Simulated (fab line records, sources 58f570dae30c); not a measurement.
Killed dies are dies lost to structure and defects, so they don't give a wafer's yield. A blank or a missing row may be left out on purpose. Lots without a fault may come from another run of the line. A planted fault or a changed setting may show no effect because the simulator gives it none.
Split-lot experiment | flow berkeley_cmos170 | 5 lots, 23 wafers read, on a route of 331 steps

THE SPLIT
At UCB170_PWELL_IMPLANT_15, the setting energy_kev was moved away from the recipe's 60 on 10 of the 23 wafers read, by +2.2% to +5.8%. The other wafers ran this setting at the recipe's value.

The reading is taken at the split's own step.

THE READING
implant.drp_nm (the simulator's own value, which no gauge read), in nm, at UCB170_PWELL_IMPLANT_15. The file gives no usual value for it.

wafer  | tool, chamber at the split | energy_kev as run | against the recipe | implant.drp_nm, nm | against lot-mates on the recipe
L079.1 | implanter-03, 0            | 61.35             | +2.2%              | 65.46              | +0.76
L079.2 | implanter-03, 0            | 61.35             | +2.2%              | 65.46              | +0.76
L079.5 | implanter-03, 0            | 61.35             | +2.2%              | 65.46              | +0.76
L079.4 | implanter-03, 0            | 60                | recipe             | 64.7               | -
L079.6 | implanter-03, 0            | 60                | recipe             | 64.7               | -
L080.1 | implanter-01, 0            | 61.29             | +2.2%              | 65.43              | +0.73
L080.3 | implanter-01, 0            | 61.29             | +2.2%              | 65.43              | +0.73
L080.2 | implanter-01, 0            | 60                | recipe             | 64.7               | -
L080.5 | implanter-01, 0            | 60                | recipe             | 64.7               | -
L080.6 | implanter-01, 0            | 60                | recipe             | 64.7               | -
L083.1 | implanter-03, 0            | 60                | recipe             | 64.7               | -
L083.6 | implanter-03, 0            | 60                | recipe             | 64.7               | -
L083.2 | implanter-03, 0            | 61.33             | +2.2%              | 65.45              | +0.75
L083.4 | implanter-03, 0            | 61.33             | +2.2%              | 65.45              | +0.75
L083.5 | implanter-03, 0            | 61.33             | +2.2%              | 65.45              | +0.75
L085.1 | implanter-01, 0            | 60                | recipe             | 64.7               | -
L085.2 | implanter-01, 0            | 60                | recipe             | 64.7               | -
L085.6 | implanter-01, 0            | 60                | recipe             | 64.7               | -
L084.1 | implanter-03, 0            | 60                | recipe             | 64.7               | -
L084.3 | implanter-03, 0            | 60                | recipe             | 64.7               | -
L084.4 | implanter-03, 0            | 60                | recipe             | 64.7               | -
L084.2 | implanter-03, 0            | 63.45             | +5.8%              | 66.62              | +1.92
L084.5 | implanter-03, 0            | 63.45             | +5.8%              | 66.62              | +1.92

THE FIT
A straight line over all 23 wafers: implant.drp_nm changes by +0.335 nm for each +1% of energy_kev; r = +1.00; the points scatter about the line by 0.0046 nm.
The same after taking each lot's own level away (the mean of its wafers on the recipe; 23 wafers): +0.335 nm for each +1%; r = +1.00; scatter 0.0046 nm.
On that fit, the largest move of energy_kev shifts the reading by 1.9 nm.
The lots' own levels span 64.700 to 64.700 nm.
So the lot-to-lot level changes the slope little: the two slopes agree.
Check: with one of the wafers moved furthest among these (+5.8%) left out of the fit, the line predicts +1.93 nm for it against its lot-mates. It came out at +1.92 nm against them.

OTHER SPLITS ON THESE WAFERS
These wafers also went through other splits before the reading. Each is held against what the fit with the lots' levels taken away leaves over:
other split on the same wafers        | wafers away from the commonest value | r with implant.drp_nm (lot level and that fit taken away)
UCB170_NWELL_CVD_04 pressure_mtorr    | 15                                   | +0.26
UCB170_NWELL_DEVELOP_11 dev_temp_c    | 4                                    | -0.35
UCB170_PWELL_CVD_05 sih2cl2_flow_sccm | 18                                   | -0.42

THE WHOLE CHAIN: every reading that the file lists as answering this split, in the file's order
step                    | what it does | reading                                                         | change (the file's fit)               | r (the file's)
UCB170_PWELL_IMPLANT_15 |              | implant.rp_nm (the simulator's own value, which no gauge read)  | +2.36 nm for each +1% of the setting  | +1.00
UCB170_PWELL_IMPLANT_15 |              | implant.drp_nm (the simulator's own value, which no gauge read) | +0.336 nm for each +1% of the setting | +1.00

THE FILE'S OWN FIT
implant.drp_nm changes by +0.336 nm for each +1% of energy_kev, r = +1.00.
